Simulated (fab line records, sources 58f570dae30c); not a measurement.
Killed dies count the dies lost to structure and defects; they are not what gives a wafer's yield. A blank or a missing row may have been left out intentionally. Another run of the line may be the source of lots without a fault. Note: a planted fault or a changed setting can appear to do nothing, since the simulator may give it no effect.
8D (eight disciplines) problem report, filled in by code	flow berkeley_cmos170	the parts of the form that need people (team, actions taken, sign-off) are left out

1. PROBLEM STATEMENT
Mean of run_length_s at UCB170_V1_ETCH_14: 349.6 s across 6 wafers in 2 lots; on wafers with no fault it is 319.4 s (standard deviation 0.48). Relative to the usual mean, that is a shift of +63 standard deviations.
The step: etches SiO2 in CHF3/CF4/Ar, stops on Al, target depth 1250 nm, time 291 s.
Earliest sighting: wafer L127.2 on rie_diel-01 at day 11 06:55. The record holds 42 wafers of 14 lots with a number at this step. The rule behind "out" and "out of limits": a value lying over 4 standard deviations away from the usual mean. Any other wafer with a number is counted as sound.

2. WHAT IT IS AND WHAT IT IS NOT
question	is	is not
which readings at this step	run_length_s	cf4_flow_sccm, drypump_motor_current_A, throttle_valve_pct
which lots	L124, L127	L110, L113, L114, L116, L117, L118, L120, L122, L129, L130, L131, L132
which wafers of those lots	all that have a number	-
read on which tools	rie_diel-01	rie_diel-02, rie_diel-03
when	from day 11 06:55	up to then (24 sound wafers); but 12 sound wafers of L129, L130, L131, L132 came after

3. SUSPECTS, AND WHAT RULES EACH OUT
Counting: any tool at a process step up to the reading is kept as a suspect provided that every lot that is out went through it and no sound lot did after the first of them.
- rie_diel-01 at UCB170_V1_ETCH_14 (etches SiO2 in CHF3/CF4/Ar, stops on Al, target depth 1250 nm, time 291 s): kept. It processed each lot that is out, first L127 at day 11 06:55, and no sound lot thereafter; up to then, the last sound lot it processed was L113 at day 8 11:32. On those wafers its own readings are out: run_length_s.
Remaining after the count: rie_diel-01 at UCB170_V1_ETCH_14.

4. THE CAUSE (what the simulator had put in)
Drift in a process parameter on rie_diel-01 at UCB170_V1_ETCH_14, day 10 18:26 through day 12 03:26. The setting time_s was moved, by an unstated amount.
Only this tool survived the counting.

5. THE EFFECT CHAIN, in route order
Rows list readings where the struck wafers' mean (over those with a number) sits beyond 3 standard deviations from the usual. Only readings for which the record gives a usual standard deviation are gone through. hours: the time from each lot's start at the first step in this table that gives one to its start at this step, as a median over the lots. sigmas: the change in usual standard deviations.
hours	step	reading	usual	on struck wafers	change	sigmas
0	UCB170_V1_ETCH_14	oes_product_au	0.867 a.u.	0.829	-0.038	-3.9
0	UCB170_V1_ETCH_14	run_length_s	319.4 s	349.6	+30.2	+63
0	UCB170_V1_STRIP_15	strip_time_to_endpoint_s	15.35 s	14.56	-0.79	-7.9
Process steps it contains:
- UCB170_V1_ETCH_14: etches SiO2 in CHF3/CF4/Ar, stops on Al, target depth 1250 nm, time 291 s.
- UCB170_V1_STRIP_15: strips in O2.

6. HOW IT WOULD HAVE BEEN CAUGHT EARLIER
First out-of-limits reading in this record: day 11 06:55, which is 12 hours after fault onset at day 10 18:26.
